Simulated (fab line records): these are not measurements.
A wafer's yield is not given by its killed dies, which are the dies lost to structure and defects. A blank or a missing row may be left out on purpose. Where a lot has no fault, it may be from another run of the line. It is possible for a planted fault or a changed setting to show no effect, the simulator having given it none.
Comparing a struck lot with a sound one ; flow berkeley-cmos170 ; 15 steps out of a route of 331
Sound: these wafers, L371.1, L371.4, L371.6. Struck: wafer L375.6 (left out: L375.1, L375.5 of the same lot, which were not struck); the cause appears at the end.
Order at every step that has rows: each side's tool, ch and its chambers, its first start. Under that, the readings that differ: sound wafers ; struck wafers ; difference of the means ; sigmas: that difference in standard deviations of wafers without a fault.
alike: words and numbers the same on both sides, and readings whose means are apart by under 2 such deviations; not compared: readings that were withheld, readings missing a value for some wafer, numbers with overlapping values and no deviation given by the record, and bounds like >300 which may hide the same value.
The two part at a step that has a row with sigmas, a row that says differs or no value, or rows on one side only. Numbers that have no deviation but don't overlap get no sigmas and don't part them. A reading that every wafer of one side lacks parts them only if that side has two wafers or more.

first, 5 steps without rows for these wafers: UCB170_M1_COAT_04 (resist thk 900 nm); UCB170_M1_SOFTBAKE_05 (time 60 s); UCB170_M1_EXPOSE_06 (exposes mask METAL1, target cd 700 nm); UCB170_M1_PEB_07; UCB170_M1_DEVELOP_08 (develop time 45 s).
UCB170_M1_CD_MEAS_09: target cd 700 nm.
  struck on cd-sem-01, day 11 19:29; sound on cd-sem-02, day 10 16:26
  alike: cd-nm
UCB170_M1_OVL_MEAS_10:
  struck on overlay-01, day 11 19:36; sound on overlay-01, day 10 16:34
  alike: M1_OVL
UCB170_M1_ETCH_11: etches BARC in N2/H2.
  sound on rie-diel-01 ch 0,1,2, day 10 16:36; struck on rie-diel-03 ch 2, day 11 19:38
  alike: drypump-motor-current-A, oes-product-au, throttle-valve-pct
UCB170_M1_METAL_ETCH_12: etches Al in Cl2/BCl3, stops on PSG, target depth 780 nm, time 130 s.
  sound on rie-metal-01 ch 0,1, day 10 16:38; struck on rie-metal-02 ch 1, day 11 19:41
reading;sound;struck;difference;sigmas
drypump-motor-current-A (A);4.8 5.3 4.8;6.4;+1.4;+2
  alike: oes-product-au, throttle-valve-pct
  not compared: rf-hours-counter-h
UCB170_M1_STRIP_13: strips in O2.
  sound on plasma-asher-04 ch 0,1, day 10 16:46; struck on plasma-asher-04 ch 0, day 11 19:49
  alike: drypump-motor-current-A, oes-product-au
  not compared: rf-hours-counter-h
UCB170_M1_CD_MEAS_90: target cd 700 nm.
  struck on cd-sem-01, day 11 19:55; sound on cd-sem-01, day 10 16:52
  alike: cd-nm
then, 1 step without rows for these wafers: UCB170_M1_ANNEAL_14 (time 1200 s).
UCB170_V1_CVD_00: deposits SiO2 from TEOS/O2, target thk 2000 nm, time 250 s.
  sound on pecvd-03 ch 1,2, day 10 18:20; struck on pecvd-03 ch 2, day 11 21:22
reading;sound;struck;difference;sigmas
rf-fwd-power-W (W);548.4 550.5 548.4;482.2;-66.9;-42
model.SiO2_of_V1_CVD_00.thk-nm (nm);1985 1976 2037;1925;-74;
  alike: heater-power-w
UCB170_V1_THK_MEAS_01:
  struck on film-metro-03, day 11 21:31; sound on film-metro-03, day 10 18:29
reading;sound;struck;difference;sigmas
V1_TEOS_THK (nm);1985 1976 2038;1925;-75;-3
UCB170_M3_PROBE_99:
  the record has rows for the sound wafers here (prober-01, day 11 07:23) and none for the struck ones

WHERE THEY PART
Earliest at UCB170_M1_METAL_ETCH_12; latest, in this record, at UCB170_M3_PROBE_99.

WHY: the cause the simulator had injected
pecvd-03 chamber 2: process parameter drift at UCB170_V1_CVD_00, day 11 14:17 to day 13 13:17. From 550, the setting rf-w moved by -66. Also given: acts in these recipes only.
